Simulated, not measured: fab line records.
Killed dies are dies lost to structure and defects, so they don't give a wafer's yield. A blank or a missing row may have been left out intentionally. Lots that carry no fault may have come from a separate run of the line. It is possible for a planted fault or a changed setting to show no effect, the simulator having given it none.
Split-lot study || flow rit cmos || on a route of 202 steps: 5 lots, 23 wafers read

## THE SPLIT
At RIT_SPACER_ETCHBACK_05 (etches Si3N4 in SF6/CHF3, stops on SiO2, target depth 250 nm, time 240 s), the setting time s was moved away from the recipe's 240 s on 7 of the 23 wafers read, by -11.3% to -4.2%. This setting was run at the recipe's value on the other wafers.

The reading is taken at the split's own step.

## THE READING
oes product au, in a.u., at RIT_SPACER_ETCHBACK_05 (etches Si3N4 in SF6/CHF3, stops on SiO2, target depth 250 nm, time 240 s). Typical for fault-free wafers on this fab line: 0.845 a.u., with standard deviation 0.015 a.u.

{"wafer": "L076.1", "tool, chamber at the split": "rie diel-03, 2", "time s as run, s": 240, "against the recipe": "recipe", "oes product au, a.u.": 0.849, "against lot-mates on the recipe": "-"}
{"wafer": "L076.3", "tool, chamber at the split": "rie diel-03, 3", "time s as run, s": 240, "against the recipe": "recipe", "oes product au, a.u.": 0.835, "against lot-mates on the recipe": "-"}
{"wafer": "L076.4", "tool, chamber at the split": "rie diel-03, 1", "time s as run, s": 212.8, "against the recipe": "-11.3%", "oes product au, a.u.": 0.915, "against lot-mates on the recipe": "+0.073"}
{"wafer": "L076.5", "tool, chamber at the split": "rie diel-03, 2", "time s as run, s": 240, "against the recipe": "recipe", "oes product au, a.u.": 0.843, "against lot-mates on the recipe": "-"}
{"wafer": "L076.6", "tool, chamber at the split": "rie diel-03, 1", "time s as run, s": 212.8, "against the recipe": "-11.3%", "oes product au, a.u.": 0.916, "against lot-mates on the recipe": "+0.074"}
{"wafer": "L077.1", "tool, chamber at the split": "rie diel-02, 0", "time s as run, s": 240, "against the recipe": "recipe", "oes product au, a.u.": 0.839, "against lot-mates on the recipe": "-"}
{"wafer": "L077.5", "tool, chamber at the split": "rie diel-02, 3", "time s as run, s": 240, "against the recipe": "recipe", "oes product au, a.u.": 0.858, "against lot-mates on the recipe": "-"}
{"wafer": "L077.6", "tool, chamber at the split": "rie diel-02, 2", "time s as run, s": 240, "against the recipe": "recipe", "oes product au, a.u.": 0.862, "against lot-mates on the recipe": "-"}
{"wafer": "L078.1", "tool, chamber at the split": "rie diel-02, 3", "time s as run, s": 240, "against the recipe": "recipe", "oes product au, a.u.": 0.866, "against lot-mates on the recipe": "-"}
{"wafer": "L078.2", "tool, chamber at the split": "rie diel-02, 0", "time s as run, s": 240, "against the recipe": "recipe", "oes product au, a.u.": 0.857, "against lot-mates on the recipe": "-"}
{"wafer": "L078.4", "tool, chamber at the split": "rie diel-02, 2", "time s as run, s": 240, "against the recipe": "recipe", "oes product au, a.u.": 0.870, "against lot-mates on the recipe": "-"}
{"wafer": "L078.5", "tool, chamber at the split": "rie diel-02, 3", "time s as run, s": 240, "against the recipe": "recipe", "oes product au, a.u.": 0.861, "against lot-mates on the recipe": "-"}
{"wafer": "L078.6", "tool, chamber at the split": "rie diel-02, 0", "time s as run, s": 240, "against the recipe": "recipe", "oes product au, a.u.": 0.849, "against lot-mates on the recipe": "-"}
{"wafer": "L081.1", "tool, chamber at the split": "rie diel-02, 0", "time s as run, s": 240, "against the recipe": "recipe", "oes product au, a.u.": 0.837, "against lot-mates on the recipe": "-"}
{"wafer": "L081.2", "tool, chamber at the split": "rie diel-02, 3", "time s as run, s": 227.5, "against the recipe": "-5.2%", "oes product au, a.u.": 0.894, "against lot-mates on the recipe": "+0.047"}
{"wafer": "L081.4", "tool, chamber at the split": "rie diel-02, 2", "time s as run, s": 240, "against the recipe": "recipe", "oes product au, a.u.": 0.865, "against lot-mates on the recipe": "-"}
{"wafer": "L081.5", "tool, chamber at the split": "rie diel-02, 3", "time s as run, s": 227.5, "against the recipe": "-5.2%", "oes product au, a.u.": 0.889, "against lot-mates on the recipe": "+0.042"}
{"wafer": "L081.6", "tool, chamber at the split": "rie diel-02, 0", "time s as run, s": 240, "against the recipe": "recipe", "oes product au, a.u.": 0.840, "against lot-mates on the recipe": "-"}
{"wafer": "L085.2", "tool, chamber at the split": "rie diel-01, 2", "time s as run, s": 229.9, "against the recipe": "-4.2%", "oes product au, a.u.": 0.861, "against lot-mates on the recipe": "+0.022"}
{"wafer": "L085.3", "tool, chamber at the split": "rie diel-01, 1", "time s as run, s": 229.9, "against the recipe": "-4.2%", "oes product au, a.u.": 0.900, "against lot-mates on the recipe": "+0.061"}
{"wafer": "L085.4", "tool, chamber at the split": "rie diel-01, 0", "time s as run, s": 240, "against the recipe": "recipe", "oes product au, a.u.": 0.839, "against lot-mates on the recipe": "-"}
{"wafer": "L085.5", "tool, chamber at the split": "rie diel-01, 3", "time s as run, s": 229.9, "against the recipe": "-4.2%", "oes product au, a.u.": 0.876, "against lot-mates on the recipe": "+0.037"}
{"wafer": "L085.6", "tool, chamber at the split": "rie diel-01, 2", "time s as run, s": 240, "against the recipe": "recipe", "oes product au, a.u.": 0.838, "against lot-mates on the recipe": "-"}

THE FIT
A straight line over all 23 wafers: oes product au changes by -0.0061 a.u. for each +1% of time s; r = -0.87; the points scatter about the line by 0.012 a.u.
The same after taking each lot's own level away (the mean of its wafers on the recipe; 23 wafers): -0.00703 a.u. for each +1%; r = -0.92; scatter 0.011 a.u.
The reading moves by 0.08 a.u. for the largest change in time s, on that fit.
The lots' own levels span 0.8385 to 0.8606 a.u., that is 1.5 times the standard deviation above.
Hence the slope depends on the lot-to-lot level, as the two fits are not the same.
Check: +0.086 a.u. against its lot-mates is what the line predicts for one of the wafers moved furthest among these (-11.3%) when that wafer is left out of the fit. Against them it came out at +0.0727 a.u.
Tool readings at the split's step, against how far the setting was moved: oes product au r = -0.87.

## OTHER SPLITS APPLIED TO THESE WAFERS
Other splits were also applied to these wafers ahead of the reading. Each is held against what the fit with the lots' levels taken away leaves over:
{"other split on the same wafers": "RIT_PLDD_COAT_01 resist thk nm", "wafers away from the commonest value": 10, "r with oes product au (lot level and that fit taken away)": -0.09}
{"other split on the same wafers": "RIT_PLDD_IMPLANT_08 energy kev", "wafers away from the commonest value": 7, "r with oes product au (lot level and that fit taken away)": "+0.28"}

## THE WHOLE CHAIN: every reading that the file lists as answering this split, in the file's order
{"step": "RIT_SPACER_ETCHBACK_05", "what it does": "etches Si3N4 in SF6/CHF3, stops on SiO2, target depth 250 nm, time 240 s", "reading": "oes product au", "change (the file's fit)": "-0.0071 a.u. for each +1% of the setting", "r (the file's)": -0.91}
{"step": "RIT_SPACER_ETCHBACK_05", "what it does": "etches Si3N4 in SF6/CHF3, stops on SiO2, target depth 250 nm, time 240 s", "reading": "Si3N4_of_SPACER_CVD_03.thk nm (the simulator's own value, which no gauge read)", "change (the file's fit)": "-0.443 nm for each +1% of the setting", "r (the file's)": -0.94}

## FILE'S OWN FIT
oes product au changes by -0.0071 a.u. for each +1% of time s, r = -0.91.
